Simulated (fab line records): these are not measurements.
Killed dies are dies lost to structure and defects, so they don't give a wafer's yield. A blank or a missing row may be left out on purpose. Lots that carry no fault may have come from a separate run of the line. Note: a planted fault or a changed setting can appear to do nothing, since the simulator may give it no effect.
Split-lot experiment / flow rit-cmos / 23 wafers read across 5 lots, on a route 202 steps long

== THE SPLIT ==
At RIT_ACTIVE_EXPOSE_08 (exposes mask M1, target cd 1400 nm), the setting dose-mj was moved away from the recipe's 225 on 8 of the 23 wafers read, by -5.5% to +3.6%. For the rest of the wafers, this setting stayed at what the recipe calls for.

== FROM THE SPLIT TO THE READING: what the file shows between them, 5 steps ==
- RIT_ACTIVE_PEB_09
- RIT_ACTIVE_DEVELOP_10: develop time 50 s
- RIT_ACTIVE_CD_MEAS_11: target cd 1400 nm
- RIT_ACTIVE_ETCH_13: etches Si3N4 in SF6, stops on SiO2, time 210 s, target depth 210 nm (also split here: pressure-mtorr)
- RIT_ACTIVE_STRIP_14: strips in O2, time 180 s

== THE READING ==
Shown in nm: cd-nm at RIT_ACTIVE_CD_MEAS_90, with target cd 1400 nm. On this fab line, fault-free wafers typically give 1398.7 nm with a standard deviation of 2.5 nm.

wafer=L076.1; tool, chamber at the split=iline-stepper-01, 0; dose-mj as run=225; against the recipe=recipe; cd-nm, nm=1397.9; against lot-mates on the recipe=-
wafer=L076.3; tool, chamber at the split=iline-stepper-01, 0; dose-mj as run=225; against the recipe=recipe; cd-nm, nm=1399.0; against lot-mates on the recipe=-
wafer=L076.6; tool, chamber at the split=iline-stepper-01, 0; dose-mj as run=225; against the recipe=recipe; cd-nm, nm=1398.3; against lot-mates on the recipe=-
wafer=L078.1; tool, chamber at the split=iline-stepper-01, 0; dose-mj as run=212.7; against the recipe=-5.5%; cd-nm, nm=1416.7; against lot-mates on the recipe=+17.3
wafer=L078.2; tool, chamber at the split=iline-stepper-01, 0; dose-mj as run=212.7; against the recipe=-5.5%; cd-nm, nm=1414.4; against lot-mates on the recipe=+15.0
wafer=L078.3; tool, chamber at the split=iline-stepper-01, 0; dose-mj as run=212.7; against the recipe=-5.5%; cd-nm, nm=1415.9; against lot-mates on the recipe=+16.5
wafer=L078.4; tool, chamber at the split=iline-stepper-01, 0; dose-mj as run=225; against the recipe=recipe; cd-nm, nm=1399.6; against lot-mates on the recipe=-
wafer=L078.5; tool, chamber at the split=iline-stepper-01, 0; dose-mj as run=225; against the recipe=recipe; cd-nm, nm=1399.3; against lot-mates on the recipe=-
wafer=L080.2; tool, chamber at the split=iline-stepper-01, 0; dose-mj as run=225; against the recipe=recipe; cd-nm, nm=1401.7; against lot-mates on the recipe=-
wafer=L080.3; tool, chamber at the split=iline-stepper-01, 0; dose-mj as run=233; against the recipe=+3.6%; cd-nm, nm=1390.7; against lot-mates on the recipe=-9.8
wafer=L080.4; tool, chamber at the split=iline-stepper-01, 0; dose-mj as run=225; against the recipe=recipe; cd-nm, nm=1400.3; against lot-mates on the recipe=-
wafer=L080.5; tool, chamber at the split=iline-stepper-01, 0; dose-mj as run=225; against the recipe=recipe; cd-nm, nm=1399.6; against lot-mates on the recipe=-
wafer=L080.6; tool, chamber at the split=iline-stepper-01, 0; dose-mj as run=233; against the recipe=+3.6%; cd-nm, nm=1392.2; against lot-mates on the recipe=-8.3
wafer=L082.1; tool, chamber at the split=iline-stepper-02, 0; dose-mj as run=225; against the recipe=recipe; cd-nm, nm=1401.5; against lot-mates on the recipe=-
wafer=L082.2; tool, chamber at the split=iline-stepper-02, 0; dose-mj as run=225; against the recipe=recipe; cd-nm, nm=1401.8; against lot-mates on the recipe=-
wafer=L082.4; tool, chamber at the split=iline-stepper-02, 0; dose-mj as run=225; against the recipe=recipe; cd-nm, nm=1402.2; against lot-mates on the recipe=-
wafer=L082.5; tool, chamber at the split=iline-stepper-02, 0; dose-mj as run=225; against the recipe=recipe; cd-nm, nm=1401.0; against lot-mates on the recipe=-
wafer=L082.6; tool, chamber at the split=iline-stepper-02, 0; dose-mj as run=225; against the recipe=recipe; cd-nm, nm=1400.7; against lot-mates on the recipe=-
wafer=L084.1; tool, chamber at the split=iline-stepper-01, 0; dose-mj as run=219.2; against the recipe=-2.6%; cd-nm, nm=1402.7; against lot-mates on the recipe=+8.8
wafer=L084.3; tool, chamber at the split=iline-stepper-01, 0; dose-mj as run=225; against the recipe=recipe; cd-nm, nm=1392.3; against lot-mates on the recipe=-
wafer=L084.4; tool, chamber at the split=iline-stepper-01, 0; dose-mj as run=225; against the recipe=recipe; cd-nm, nm=1395.6; against lot-mates on the recipe=-
wafer=L084.5; tool, chamber at the split=iline-stepper-01, 0; dose-mj as run=219.2; against the recipe=-2.6%; cd-nm, nm=1400.8; against lot-mates on the recipe=+6.9
wafer=L084.6; tool, chamber at the split=iline-stepper-01, 0; dose-mj as run=219.2; against the recipe=-2.6%; cd-nm, nm=1402.4; against lot-mates on the recipe=+8.5

THE FIT
A straight line over all 23 wafers: cd-nm changes by -2.56 nm for each +1% of dose-mj; r = -0.91; the points scatter about the line by 2.8 nm.
The same after taking each lot's own level away (the mean of its wafers on the recipe; 23 wafers): -2.88 nm for each +1%; r = -0.99; scatter 0.95 nm.
On that fit, the largest move of dose-mj shifts the reading by 16 nm.
The span of the lots' own levels, 1393.95 to 1401.44 nm, comes to 3.0 times the standard deviation stated above.
In other words, the slope is changed by the lot-to-lot level; the two fits disagree.
Check: for one of the wafers moved furthest among these (-5.5%), held out of the fit, the line's prediction against its lot-mates is +15.6 nm. It came out at +17.3 nm against them.

== OTHER SPLITS ON THESE WAFERS ==
Before the reading, these wafers also passed through other splits. Each is held against what the fit with the lots' levels taken away leaves over:
other split on the same wafers=RIT_ACTIVE_OXIDATION_01 temp-c; wafers away from the commonest value=10; r with cd-nm (lot level and that fit taken away)=+0.16
other split on the same wafers=RIT_ACTIVE_ETCH_13 pressure-mtorr; wafers away from the commonest value=18; r with cd-nm (lot level and that fit taken away)=+0.10

== THE WHOLE CHAIN: every reading that the file lists as answering this split, in the file's order ==
step=RIT_ACTIVE_CD_MEAS_11; what it does=target cd 1400 nm; reading=cd-nm; change (the file's fit)=-2.9 nm for each +1% of the setting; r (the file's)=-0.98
step=RIT_ACTIVE_ETCH_13; what it does=etches Si3N4 in SF6, stops on SiO2, time 210 s, target depth 210 nm; reading=ACTIVE.cd-nm (the simulator's own value, which no gauge read); change (the file's fit)=-2.85 nm for each +1% of the setting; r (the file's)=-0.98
step=RIT_ACTIVE_CD_MEAS_90; what it does=target cd 1400 nm; reading=cd-nm; change (the file's fit)=-2.88 nm for each +1% of the setting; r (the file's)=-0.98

== FILE'S OWN FIT ==
cd-nm changes by -2.88 nm for each +1% of dose-mj, r = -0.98.
